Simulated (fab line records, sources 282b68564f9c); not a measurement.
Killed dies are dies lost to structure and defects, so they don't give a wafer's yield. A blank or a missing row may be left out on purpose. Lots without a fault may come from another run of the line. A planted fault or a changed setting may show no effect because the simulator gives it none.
A struck lot beside a sound one | flow rit_cmos | 23 steps out of a route of 202
Sound: wafers L549.1, L549.2, L549.4. Struck: wafers L562.1, L562.3, L562.6. The cause comes at the end.
At each step with rows: each side's tool, then ch and its chambers, then its first start. Under that, the readings that differ: sound wafers | struck wafers | difference of the means | sigmas: that difference in standard deviations of wafers without a fault.
alike: readings whose means differ by less than 2 such deviations, and words and numbers that are the same on both sides. not compared: withheld readings, readings that some wafer has no value for, bounds like >300 that may hide the same value, and numbers for which the record gives no deviation and whose values overlap.
The two part at a step that has a row with sigmas, a row that says differs or no value, or rows on one side only. Numbers that don't overlap but have no deviation are shown without sigmas and don't part them. A reading that every wafer of one side lacks parts them only if that side has two wafers or more.

RIT_CONTACT_CD_MEAS_08: target cd 1000 nm.
  sound on cd_sem-01, day 5 00:00; struck on cd_sem-02, day 7 09:22
  alike: cd_nm
RIT_CONTACT_OVL_MEAS_09:
  sound on overlay-01, day 5 00:07; struck on overlay-01, day 7 09:29
  alike: CONTACT_OVL
then, 1 step without rows for these wafers: RIT_CONTACT_HARDBAKE_10 (time 60 s).
RIT_CONTACT_ETCH_11: etches SiO2 in CHF3/CF4/Ar, stops on TiSi2, target depth 480 nm, time 320 s.
  sound on rie_diel-03 ch 0,1,3, day 5 00:19; struck on rie_diel-02 ch 1,2,3, day 7 09:40
  alike: drypump_motor_current_A, oes_product_au, throttle_valve_pct
  not compared: rf_hours_counter_h
RIT_CONTACT_STRIP_12: strips in O2, time 180 s.
  sound on plasma_asher-04 ch 0,1, day 5 00:30; struck on plasma_asher-04 ch 1, day 7 09:52
  alike: drypump_motor_current_A
  not compared: rf_hours_counter_h
RIT_CONTACT_CD_MEAS_90: target cd 1000 nm.
  sound on cd_sem-02, day 5 00:41; struck on cd_sem-01, day 7 10:02
  alike: cd_nm
then, 2 steps without rows for these wafers: RIT_CONTACT_CLEAN_13 (cleans in SC1, time 600 s); RIT_CONTACT_CLEAN_14 (cleans in SC2, time 600 s).
RIT_M1_SPUTTER_00: material Al, target thk 400 nm, time 500 s.
  sound on pvd_sputter-02, day 5 01:09; struck on pvd_sputter-04, day 7 10:30
  alike: substrate_temp_c, throttle_valve_pct
RIT_M1_RS_MEAS_01: measures by four-point-probe.
  sound on film_metro-03, day 5 01:26; struck on film_metro-03, day 7 10:48
  alike: M1_AL_RS
RIT_M1_THK_MEAS_02: measures by xrf.
  sound on film_metro-03, day 5 01:34; struck on film_metro-03, day 7 10:55
  alike: M1_AL_THK
then, 1 step without rows for these wafers: RIT_M1_HMDS_03 (prime time 60 s).
RIT_M1_COAT_04: resist thk 1300 nm.
  sound on litho_track-01 ch 0, day 5 01:46; struck on litho_track-04 ch 0, day 7 11:08
  reading                                 | sound          | struck         | difference | sigmas
  model.NOVOLAK_of_M1_COAT_04.thk_nm (nm) | 1306 1308 1306 | 1225 1223 1223 | -83        |
  alike: chill_plate_temp_C
then, 4 steps without rows for these wafers: RIT_M1_SOFTBAKE_05 (time 60 s); RIT_M1_EXPOSE_06 (exposes mask M12, target cd 2600 nm); RIT_M1_PEB_07; RIT_M1_DEVELOP_08 (develop time 68 s).
RIT_M1_CD_MEAS_09: target cd 2600 nm.
  sound on cd_sem-01, day 5 02:38; struck on cd_sem-02, day 7 11:59
  reading    | sound                | struck               | difference | sigmas
  cd_nm (nm) | 2598.3 2599.2 2601.6 | 2591.9 2592.7 2590.0 | -8.2       | -3
RIT_M1_OVL_MEAS_10:
  sound on overlay-02, day 5 02:45; struck on overlay-02, day 7 12:06
  alike: M1_OVL
then, 1 step without rows for these wafers: RIT_M1_HARDBAKE_11 (time 120 s).
RIT_M1_METAL_ETCH_12: etches Al in Cl2/BCl3, stops on SiO2, time 165 s, target depth 600 nm.
  sound on rie_metal-01 ch 0,1, day 5 03:02; struck on rie_metal-02 ch 0,1, day 7 12:23
  reading                                 | sound             | struck          | difference | sigmas
  model.NOVOLAK_of_M1_COAT_04.thk_nm (nm) | 806.1 803.7 807.9 | 743.8 747.9 742 | -61.3      |
  alike: drypump_motor_current_A, oes_product_au, throttle_valve_pct
  not compared: rf_hours_counter_h
then, 1 step without rows for these wafers: RIT_M1_STRIP_13 (strips in nmp, time 600 s).
RIT_M1_PROBE_99:
  sound on prober-02, day 5 05:18; struck on prober-02, day 7 14:38
  alike: defect_limited_yield, killed_at_contacts, killed_at_front_end, killed_dies, killed_open, killed_short, sort_bin_3_pad_short, sort_bin_5_function, sort_bin_6_memory, sort_n_pass, sort_yield_pct

WHERE THEY PART
Only at RIT_M1_CD_MEAS_09, within this record. Later steps at which nothing parts them and some readings are alike: RIT_M1_OVL_MEAS_10, RIT_M1_METAL_ETCH_12, RIT_M1_PROBE_99.

WHY: what the simulator had put in
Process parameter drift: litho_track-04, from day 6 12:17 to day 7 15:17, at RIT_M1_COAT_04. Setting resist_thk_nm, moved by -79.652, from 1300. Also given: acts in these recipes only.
